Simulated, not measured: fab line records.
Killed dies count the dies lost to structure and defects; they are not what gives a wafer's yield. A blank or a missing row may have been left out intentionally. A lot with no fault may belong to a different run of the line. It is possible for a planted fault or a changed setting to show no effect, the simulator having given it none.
The tool behind it: which one? ; flow berkeley-cmos170 ; Sampling: 14 lots, 42 wafers, 6 of 331 route steps

WHAT THE GAUGES READ, wafer by wafer
UCB170_PWELL_THK_MEAS_06. Usual: PWELL_NITRIDE_THK 219.7 nm, standard deviation 1.8.
lot;measured;on;PWELL_NITRIDE_THK (nm);flag
L979;day 3 08:23;film-metro-01;222.3 222.3 222.5;
L981;day 3 18:45;film-metro-03;219.9 221.6 220.6;
L982;day 3 18:47;film-metro-01;218.9 220.2 217.9;
L983;day 4 01:12;film-metro-01;219.5 217.7 220.0;
L984;day 4 11:05;film-metro-03;220.0 219.9 221.2;
L989;day 5 03:04;film-metro-01;220.1 218.0 219.5;
L990;day 5 11:02;film-metro-02;222.6 221.6 221.3;
L993;day 6 05:21;film-metro-03;220.2 217.6 218.8;
L995;day 6 19:16;film-metro-02;215.9 217.3 214.4;
L997;day 7 04:00;film-metro-01;221.2 218.3 220.4;
L998;day 7 03:59;film-metro-02;221.4 219.4 220.8;
L999;day 7 12:52;film-metro-02;219.4 219.9 223.3;
L101;day 8 00:49;film-metro-03;218.0 219.1 220.6;
L102;day 8 00:52;film-metro-02;217.4 219.0 216.2;

UCB170_SDANNEAL_RS_MEAS_03: the measuring method here is four-point-probe. Usual: NSD_RS 37.23 ohm/sq, standard deviation 0.092.
lot;measured;on;NSD_RS (ohm/sq);flag
L979;day 7 21:20;film-metro-01;37.37 37.48 37.45;
L981;day 8 12:35;film-metro-04;37.11 37.15 37.24;
L982;day 8 12:46;film-metro-03;37.21 37.07 37.13;
L983;day 8 12:07;film-metro-03;37.27 37.17 37.22;
L984;day 9 05:41;film-metro-04;37.84 37.86 37.99 37.85 37.83 37.92;OFF
L989;day 9 22:30;film-metro-01;37.88 37.87 37.76 37.87 37.96 37.83;OFF
L990;day 9 22:44;film-metro-03;37.13 37.26 37.06;
L993;day 10 23:34;film-metro-01;37.30 37.24 37.31;
L995;day 11 13:53;film-metro-01;37.33 37.29 37.16;
L997;day 12 04:55;film-metro-04;37.13 37.05 37.16;
L998;day 12 04:34;film-metro-03;37.21 37.10 37.20;
L999;day 12 04:49;film-metro-01;37.23 37.08 37.25;
L101;day 12 07:11;film-metro-01;37.28 37.27 37.23;
L102;day 12 08:10;film-metro-01;37.18 37.25 37.20;

EACH LOT AND THE TOOL THAT RAN IT (in order: tool; ch and the chambers of the sampled wafers; start)
lot;UCB170_ZERO_STRIP_07;UCB170_NSD_IMPLANT_08;UCB170_NSD_STRIP_09;UCB170_BACKSIDE_STRIP_03
L979;plasma-asher-04 ch 0,1, day 2 01:37;implanter-02 ch 0, day 7 18:42;plasma-asher-01 ch 0,1, day 7 18:51;plasma-asher-03 ch 0,1, day 7 20:47
L981;plasma-asher-04 ch 0,1, day 2 10:59;implanter-02 ch 0, day 8 11:07;plasma-asher-02 ch 0,1, day 8 11:16;plasma-asher-03 ch 0,1, day 8 12:02
L982;plasma-asher-01 ch 0, day 2 11:14;implanter-03 ch 0, day 8 11:19;plasma-asher-01 ch 0,1, day 8 11:26;plasma-asher-01 ch 0,1, day 8 12:13
L983;plasma-asher-04 ch 0,1, day 2 19:28;implanter-03 ch 0, day 8 10:34;plasma-asher-01 ch 0,1, day 8 10:43;plasma-asher-03 ch 0,1, day 8 11:35
L984;plasma-asher-03 ch 0,1, day 3 02:32;implanter-02 ch 0, day 9 01:59;plasma-asher-04 ch 0,1, day 9 02:08;plasma-asher-03 ch 0,1, day 9 05:10
L989;plasma-asher-04 ch 0,1, day 3 23:37;implanter-02 ch 0, day 9 20:53;plasma-asher-02 ch 1, day 9 21:02;plasma-asher-04 ch 1, day 9 21:50
L990;plasma-asher-04 ch 0,1, day 4 05:01;implanter-04 ch 0, day 9 21:05;plasma-asher-01 ch 0,1, day 9 21:14;plasma-asher-01 ch 0,1, day 9 22:11
L993;plasma-asher-03 ch 0,1, day 4 19:04;implanter-04 ch 0, day 10 22:07;plasma-asher-02 ch 0,1, day 10 22:16;plasma-asher-03 ch 0,1, day 10 23:03
L995;plasma-asher-04 ch 0,1, day 5 05:46;implanter-03 ch 0, day 11 12:10;plasma-asher-04 ch 0,1, day 11 12:17;plasma-asher-03 ch 0,1, day 11 13:19
L997;plasma-asher-04 ch 0,1, day 5 18:38;implanter-02 ch 0, day 12 01:05;plasma-asher-01 ch 0,1, day 12 01:13;plasma-asher-04 ch 0,1, day 12 04:15
L998;plasma-asher-01 ch 0,1, day 5 18:43;implanter-02 ch 0, day 12 00:22;plasma-asher-04 ch 0,1, day 12 00:31;plasma-asher-01 ch 0,1, day 12 03:54
L999;plasma-asher-04 ch 0,1, day 6 03:25;implanter-04 ch 0, day 12 01:15;plasma-asher-02 ch 0,1, day 12 01:23;plasma-asher-03 ch 0,1, day 12 04:17
L101;plasma-asher-03 ch 0,1, day 6 13:50;implanter-02 ch 0, day 12 05:33;plasma-asher-02 ch 0,1, day 12 05:40;plasma-asher-04 ch 0, day 12 06:28
L102;plasma-asher-03 ch 0,1, day 6 18:47;implanter-03 ch 0, day 12 06:40;plasma-asher-02 ch 0,1, day 12 06:49;plasma-asher-03 ch 0,1, day 12 07:37
- UCB170_ZERO_STRIP_07: strips in O2.
- UCB170_NSD_IMPLANT_08
- UCB170_NSD_STRIP_09: strips in O2.
- UCB170_BACKSIDE_STRIP_03: strips in O2.

WHAT THE TOOLS THEMSELVES READ (means of the sampled wafers that have a number; where no wafer has one, the mark that the record gives instead)
UCB170_ZERO_STRIP_07. Usual: drypump-motor-current-A 6.0 A, standard deviation 0.44; oes-product-au 0.727 a.u., standard deviation 0.0045; strip-time-to-endpoint-s 21.45 s, standard deviation 0.05.
lot;tool;drypump-motor-current-A (A);oes-product-au (a.u.);strip-time-to-endpoint-s (s);flag
L979;plasma-asher-04;5.5;0.725;21.40;
L981;plasma-asher-04;5.7;0.728;21.39;
L982;plasma-asher-01;6.5;0.729;21.47;
L983;plasma-asher-04;5.5;0.726;21.42;
L984;plasma-asher-03;5.9;0.728;21.50;
L989;plasma-asher-04;5.4;0.724;21.58;
L990;plasma-asher-04;5.8;0.725;21.46;
L993;plasma-asher-03;6.0;0.727;21.45;
L995;plasma-asher-04;5.7;0.728;21.46;
L997;plasma-asher-04;5.7;0.724;21.51;
L998;plasma-asher-01;6.4;0.726;21.44;
L999;plasma-asher-04;5.5;0.725;21.45;
L101;plasma-asher-03;6.0;0.728;21.42;
L102;plasma-asher-03;6.0;0.723;21.45;

UCB170_NSD_IMPLANT_08. Usual: beam-energy-keV at 40.000, with a standard deviation of 0.011.
lot;tool;beam-energy-keV;flag
L979;implanter-02;39.996;
L981;implanter-02;39.992;
L982;implanter-03;40.011;
L983;implanter-03;39.993;
L984;implanter-02;37.937;OFF
L989;implanter-02;37.938;OFF
L990;implanter-04;39.988;
L993;implanter-04;39.995;
L995;implanter-03;39.998;
L997;implanter-02;40.017;
L998;implanter-02;39.984;
L999;implanter-04;40.006;
L101;implanter-02;39.999;
L102;implanter-03;40.001;

UCB170_NSD_STRIP_09. Usual: drypump-motor-current-A 5.9 A, standard deviation 0.43; oes-product-au 0.534 a.u., standard deviation 0.0042; strip-time-to-endpoint-s 35.83 s, standard deviation 0.08.
lot;tool;drypump-motor-current-A (A);oes-product-au (a.u.);strip-time-to-endpoint-s (s);flag
L979;plasma-asher-01;6.5;0.537;35.72;
L981;plasma-asher-02;5.8;0.529;35.81;
L982;plasma-asher-01;6.4;0.535;35.93;
L983;plasma-asher-01;6.4;0.532;35.89;
L984;plasma-asher-04;5.7;0.541;35.11;OFF
L989;plasma-asher-02;6.1;0.540;35.09;OFF
L990;plasma-asher-01;6.4;0.537;35.87;
L993;plasma-asher-02;5.7;0.533;35.83;
L995;plasma-asher-04;5.5;0.534;35.69;
L997;plasma-asher-01;6.4;0.535;36.00;
L998;plasma-asher-04;5.7;0.537;35.84;
L999;plasma-asher-02;5.9;0.536;35.80;
L101;plasma-asher-02;5.9;0.531;35.77;
L102;plasma-asher-02;5.9;0.541;35.92;

UCB170_BACKSIDE_STRIP_03. Usual: drypump-motor-current-A 6.0 A, standard deviation 0.41; oes-product-au 0.735 a.u., standard deviation 0.0046; strip-time-to-endpoint-s 21.93 s, standard deviation 0.059.
lot;tool;drypump-motor-current-A (A);oes-product-au (a.u.);strip-time-to-endpoint-s (s);flag
L979;plasma-asher-03;6.0;0.732;21.85;
L981;plasma-asher-03;6.0;0.733;21.87;
L982;plasma-asher-01;6.4;0.733;21.99;
L983;plasma-asher-03;6.0;0.732;21.89;
L984;plasma-asher-03;6.0;0.738;21.85;
L989;plasma-asher-04;5.2;0.736;21.94;
L990;plasma-asher-01;6.5;0.737;21.96;
L993;plasma-asher-03;5.9;0.734;21.93;
L995;plasma-asher-03;6.0;0.736;22.01;
L997;plasma-asher-04;5.4;0.739;22.02;
L998;plasma-asher-01;6.4;0.734;21.92;
L999;plasma-asher-03;6.0;0.733;21.96;
L101;plasma-asher-04;6.0;0.735;21.95;
L102;plasma-asher-03;6.0;0.737;21.99;

THE ANSWER, worked out from the rows above alone
Rule: a lot counts as off when the mean over its wafers that have a number is more than 3 standard deviations away from the usual mean. A lot without any number at a reading at which 4 lots or more have one is off too. All remaining lots with rows at the step are treated as sound. Order of review: gauges by route order, followed by the tools' own readings, for which a lot's mean as printed above is used. The first step at which some lot is off is used, and at that step the reading that is off furthest; a lot without a number counts as furthest.
Off: L984, L989, at UCB170_SDANNEAL_RS_MEAS_03 (NSD_RS).
A tool fits if, at a process step before that reading, it ran every lot that is off, and no sound lot after the first of them. The gauges at UCB170_SDANNEAL_RS_MEAS_03 aren't tried: what is off there is off at UCB170_NSD_IMPLANT_08 too, on other tools, and a gauge's error can't cause that. Not one of the candidates tried fits.

WHAT THE SIMULATOR PUT IN
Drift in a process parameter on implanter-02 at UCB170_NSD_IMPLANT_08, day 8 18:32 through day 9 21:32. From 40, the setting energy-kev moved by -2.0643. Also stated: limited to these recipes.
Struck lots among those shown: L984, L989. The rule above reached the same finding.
